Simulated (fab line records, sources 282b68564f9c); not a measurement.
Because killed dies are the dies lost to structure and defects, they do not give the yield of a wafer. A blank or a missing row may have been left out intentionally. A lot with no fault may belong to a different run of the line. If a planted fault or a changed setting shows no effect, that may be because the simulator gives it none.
Split-lot study	flow rit cmos	on a route of 202 steps: 5 lots, 23 wafers read

SPLIT DETAILS
At RIT_NWELL_IMPLANT_08, the setting energy kev was moved away from the recipe's 170 on 11 of the 23 wafers read, by -5.3% to +5.1%. The other wafers ran this setting at the recipe's value.

The reading comes from the split's own step.

THE READING
implant.drp nm (the simulator's own value, which no gauge read), in nm, at RIT_NWELL_IMPLANT_08. No usual value for it is given in the file.

wafer	tool, chamber at the split	energy kev as run	against the recipe	implant.drp nm, nm	against lot-mates on the recipe
L077.1	implanter-01, 0	178.2	+4.8%	71.3	+2.48
L077.2	implanter-01, 0	178.2	+4.8%	71.3	+2.48
L077.6	implanter-01, 0	178.2	+4.8%	71.3	+2.48
L077.3	implanter-01, 0	170	recipe	68.82	-
L077.4	implanter-01, 0	170	recipe	68.82	-
L078.1	implanter-01, 0	170	recipe	68.82	-
L078.3	implanter-01, 0	170	recipe	68.82	-
L078.5	implanter-01, 0	170	recipe	68.82	-
L079.2	implanter-04, 0	161	-5.3%	66.12	-2.70
L079.4	implanter-04, 0	161	-5.3%	66.12	-2.70
L079.6	implanter-04, 0	161	-5.3%	66.12	-2.70
L079.3	implanter-04, 0	170	recipe	68.82	-
L079.5	implanter-04, 0	170	recipe	68.82	-
L081.1	implanter-01, 0	178.6	+5.1%	71.42	+2.60
L081.4	implanter-01, 0	178.6	+5.1%	71.42	+2.60
L081.2	implanter-01, 0	170	recipe	68.82	-
L081.5	implanter-01, 0	170	recipe	68.82	-
L081.6	implanter-01, 0	170	recipe	68.82	-
L084.1	implanter-01, 0	163.1	-4.1%	66.76	-2.06
L084.4	implanter-01, 0	163.1	-4.1%	66.76	-2.06
L084.5	implanter-01, 0	163.1	-4.1%	66.76	-2.06
L084.2	implanter-01, 0	170	recipe	68.82	-
L084.3	implanter-01, 0	170	recipe	68.82	-

FIT RESULTS
A straight line over all 23 wafers: implant.drp nm changes by +0.512 nm for each +1% of energy kev; r = +1.00; the points scatter about the line by 0.0068 nm.
The same after taking each lot's own level away (the mean of its wafers on the recipe; 23 wafers): +0.512 nm for each +1%; r = +1.00; scatter 0.0068 nm.
On that fit, the largest move of energy kev shifts the reading by 2.7 nm.
The lots' own levels span 68.820 to 68.820 nm.
Hence the lot-to-lot level has little effect on the slope; both slopes agree.
Check: with one of the wafers moved furthest among these (-5.3%) left out of the fit, the line predicts -2.7 nm for it against its lot-mates. It came out at -2.7 nm against them.

ADDITIONAL SPLITS CARRIED BY THESE WAFERS
Other splits were also applied to these wafers ahead of the reading. Each is held against what the fit with the lots' levels taken away leaves over:
other split on the same wafers	wafers away from the commonest value	r with implant.drp nm (lot level and that fit taken away)
RIT_ACTIVE_COAT_06 resist thk nm	4	-0.09
RIT_ACTIVE_EXPOSE_08 dose mj	8	-0.09
RIT_FOX2_OXIDATION_00 temp c	15	-0.38

THE WHOLE CHAIN: every reading that the file lists as answering this split, in the file's order
step	what it does	reading	change (the file's fit)	r (the file's)
RIT_NWELL_IMPLANT_08		implant.rp nm (the simulator's own value, which no gauge read)	+2.21 nm for each +1% of the setting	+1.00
RIT_NWELL_IMPLANT_08		implant.drp nm (the simulator's own value, which no gauge read)	+0.512 nm for each +1% of the setting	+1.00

THE FILE'S OWN FIT
implant.drp nm changes by +0.512 nm for each +1% of energy kev, r = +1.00.
